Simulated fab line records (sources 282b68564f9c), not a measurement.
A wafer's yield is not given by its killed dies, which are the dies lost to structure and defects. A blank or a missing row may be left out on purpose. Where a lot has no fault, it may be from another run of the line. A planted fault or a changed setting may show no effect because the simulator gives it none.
A lot that was struck, set against a sound lot || flow rit_cmos || 43 out of 202 route steps
Sound: wafers L628.1, L628.4, L628.5. Wafers struck: L631.1, L631.3, L631.4. The cause comes at the end.
Per side, at each step with rows, come the tool, then ch with its chambers, and then its first start. Under that, the readings that differ: sound wafers || struck wafers || difference of the means || sigmas: that difference in standard deviations of wafers without a fault.
alike: same words and numbers on both sides, and readings whose means sit less than 2 such deviations apart. not compared: any withheld reading, any reading some wafer has no value for, any bound like >300 that may hide the same value, and any number with overlapping values for which the record gives no deviation.
Wherever a step has rows on one side only, a row that says differs or no value, or a row with sigmas, the two part there. When numbers do not overlap yet have no deviation, they are printed without sigmas and do not part them. Lack of a reading on every wafer of one side parts them only where that side has two or more wafers.

first, 1 step without rows for these wafers: RIT_SDANNEAL_CLEAN_02 (cleans in SC2, time 600 s).
RIT_SDANNEAL_RTA_03: time 5 s.
  sound on rtp_anneal-02 ch 0, day 5 15:53; struck on rtp_anneal-02 ch 0, day 6 13:49
  alike: wafer_temp_C_max
RIT_SDANNEAL_RS_MEAS_04: measurement is done with a four-point probe.
  sound on film_metro-01 at day 5 15:57; struck on film_metro-03 at day 6 13:52
  alike: PSD_RS
RIT_SDANNEAL_RS_MEAS_05: measurement is done with a four-point probe.
  sound on film_metro-01 at day 5 16:04; struck on film_metro-03 at day 6 13:59
  alike: NSD_RS
RIT_SDANNEAL_RS_MEAS_06: measurement is done with a four-point probe.
  sound on film_metro-01 at day 5 16:11; struck on film_metro-03 at day 6 14:07
  alike: PLDD_RS
RIT_SDANNEAL_RS_MEAS_07: measurement is done with a four-point probe.
  sound on film_metro-01 at day 5 16:19; struck on film_metro-03 at day 6 14:14
  alike: NLDD_RS
then, 2 steps without rows for these wafers: RIT_SILICIDE_WET_ETCH_00 (etches SiO2 in BOE, target depth 14 nm, time 15 s); RIT_SILICIDE_SPUTTER_01 (material Ti, target thk 30 nm, time 240 s).
RIT_SILICIDE_RS_MEAS_02: measurement is done with a four-point probe.
  sound on film_metro-04 at day 5 16:35; struck on film_metro-01 at day 6 14:31
{"reading": "SILICIDE_TI_RS (ohm/sq)", "sound": "45.6 47.1 47.3", "struck": "47.8 48.8 47.5", "difference": "+1.4", "sigmas": "+2"}
RIT_SILICIDE_THK_MEAS_03: measures by xrf.
  sound on film_metro-04 at day 5 16:43; struck on film_metro-01 at day 6 14:38
  alike: SILICIDE_TI_THK
RIT_SILICIDE_RTA_04: time 10 s, ramp up 5 s, ramp down 5 s.
  sound on rtp_anneal-01 ch 0, day 5 16:46; struck on rtp_anneal-01 ch 0, day 6 14:41
  alike: wafer_temp_C_max
then, 1 step without rows for these wafers: RIT_SILICIDE_WET_ETCH_05 (etches Ti in SPM, time 120 s).
RIT_SILICIDE_RTA_06: time 10 s, ramp up 5 s, ramp down 10 s.
  sound on rtp_anneal-02 ch 0, day 5 16:53; struck on rtp_anneal-02 ch 0, day 6 14:48
  alike: wafer_temp_C_max
then, 1 step without rows for these wafers: RIT_CONTACT_CVD_00 (deposits SiO2 from TEOS, target thk 400 nm, time 61 s).
RIT_CONTACT_THK_MEAS_01:
  sound on film_metro-02 at day 5 16:59; struck on film_metro-03 at day 6 14:55
  alike: CONTACT_TEOS_THK
then, 6 steps without rows for these wafers: RIT_CONTACT_HMDS_02 (prime time 60 s); RIT_CONTACT_COAT_03 (resist thk 1000 nm); RIT_CONTACT_SOFTBAKE_04 (time 60 s); RIT_CONTACT_EXPOSE_05 (exposes mask M11, target cd 1000 nm); RIT_CONTACT_PEB_06; RIT_CONTACT_DEVELOP_07 (develop time 120 s).
RIT_CONTACT_CD_MEAS_08 targets a cd of 1000 nm.
  sound on cd_sem-01 at day 5 18:09; struck on cd_sem-01 at day 6 15:57
  alike: cd_nm
RIT_CONTACT_OVL_MEAS_09:
  sound on overlay-02 at day 5 18:16; struck on overlay-01 at day 6 16:04
  alike: CONTACT_OVL
then, 2 steps without rows for these wafers: RIT_CONTACT_HARDBAKE_10 (time 60 s); RIT_CONTACT_ETCH_11 (etches SiO2 in CHF3/CF4/Ar, stops on TiSi2, target depth 480 nm, time 320 s).
RIT_CONTACT_STRIP_12: strips in O2, time 180 s.
  sound on plasma_asher-03 ch 0,1, day 5 18:39; struck on plasma_asher-01 ch 0,1, day 6 16:27
  alike: drypump_motor_current_A
  not compared: rf_hours_counter_h
RIT_CONTACT_CD_MEAS_90 targets a cd of 1000 nm.
  sound on cd_sem-02 at day 5 18:49; struck on cd_sem-02 at day 6 16:37
  alike: cd_nm
then, 2 steps without rows for these wafers: RIT_CONTACT_CLEAN_13 (cleans in SC1, time 600 s); RIT_CONTACT_CLEAN_14 (cleans in SC2, time 600 s).
RIT_M1_SPUTTER_00: material Al, target thk 400 nm, time 500 s.
  sound on pvd_sputter-02 at day 5 19:17; struck on pvd_sputter-02 at day 6 17:05
  alike: throttle_valve_pct
RIT_M1_RS_MEAS_01: measurement is done with a four-point probe.
  sound on film_metro-04 at day 5 19:35; struck on film_metro-03 at day 6 17:23
  alike: M1_AL_RS
RIT_M1_THK_MEAS_02: measures by xrf.
  sound on film_metro-04 at day 5 19:43; struck on film_metro-03 at day 6 17:31
  alike: M1_AL_THK
then, 6 steps without rows for these wafers: RIT_M1_HMDS_03 (prime time 60 s); RIT_M1_COAT_04 (resist thk 1300 nm); RIT_M1_SOFTBAKE_05 (time 60 s); RIT_M1_EXPOSE_06 (exposes mask M12, target cd 2600 nm); RIT_M1_PEB_07; RIT_M1_DEVELOP_08 (develop time 68 s).
RIT_M1_CD_MEAS_09 targets a cd of 2600 nm.
  sound on cd_sem-01 at day 5 20:52; struck on cd_sem-01 at day 6 18:27
  alike: cd_nm
RIT_M1_OVL_MEAS_10:
  sound on overlay-02 at day 5 20:59; struck on overlay-02 at day 6 18:34
  alike: M1_OVL
then, 1 step without rows for these wafers: RIT_M1_HARDBAKE_11 (time 120 s).
RIT_M1_METAL_ETCH_12: etches Al in Cl2/BCl3, stops on SiO2, time 165 s, target depth 600 nm.
  sound on rie_metal-02 ch 1, day 5 21:16; struck on rie_metal-04 ch 0,1, day 6 18:51
  alike: drypump_motor_current_A, oes_product_au, throttle_valve_pct
  not compared: rf_hours_counter_h
RIT_M1_PROBE_99:
  sound on prober-02 at day 5 23:35; struck on prober-01 at day 6 21:32
{"reading": "model.etest.nplus_sal.line_ohm_um", "sound": "1.218 1.207 1.226", "struck": "1.194 1.187 1.178", "difference": -0.031, "sigmas": ""}
  alike: killed_at_contacts, killed_at_front_end, killed_dies, killed_open, killed_short
  not compared: model.etest.npoly_sal.rs_ohm_sq, model.etest.pplus_sal.rs_ohm_sq, model.etest.nplus_sal.rs_ohm_sq, model.etest.ppoly_sal.rs_ohm_sq, model.etest.pplus_sal.line_ohm_um, model.etest.contact_pplus.rc_ohm

WHERE THEY PART
Only at RIT_SILICIDE_RS_MEAS_02, within this record. Later steps at which nothing parts them and some readings are alike: RIT_SILICIDE_THK_MEAS_03, RIT_SILICIDE_RTA_04, RIT_SILICIDE_RTA_06, RIT_CONTACT_THK_MEAS_01, RIT_CONTACT_CD_MEAS_08, RIT_CONTACT_OVL_MEAS_09, RIT_CONTACT_STRIP_12, RIT_CONTACT_CD_MEAS_90, RIT_M1_SPUTTER_00, RIT_M1_RS_MEAS_01, RIT_M1_THK_MEAS_02, RIT_M1_CD_MEAS_09, RIT_M1_OVL_MEAS_10, RIT_M1_METAL_ETCH_12, RIT_M1_PROBE_99.

WHY: what the simulator had put in
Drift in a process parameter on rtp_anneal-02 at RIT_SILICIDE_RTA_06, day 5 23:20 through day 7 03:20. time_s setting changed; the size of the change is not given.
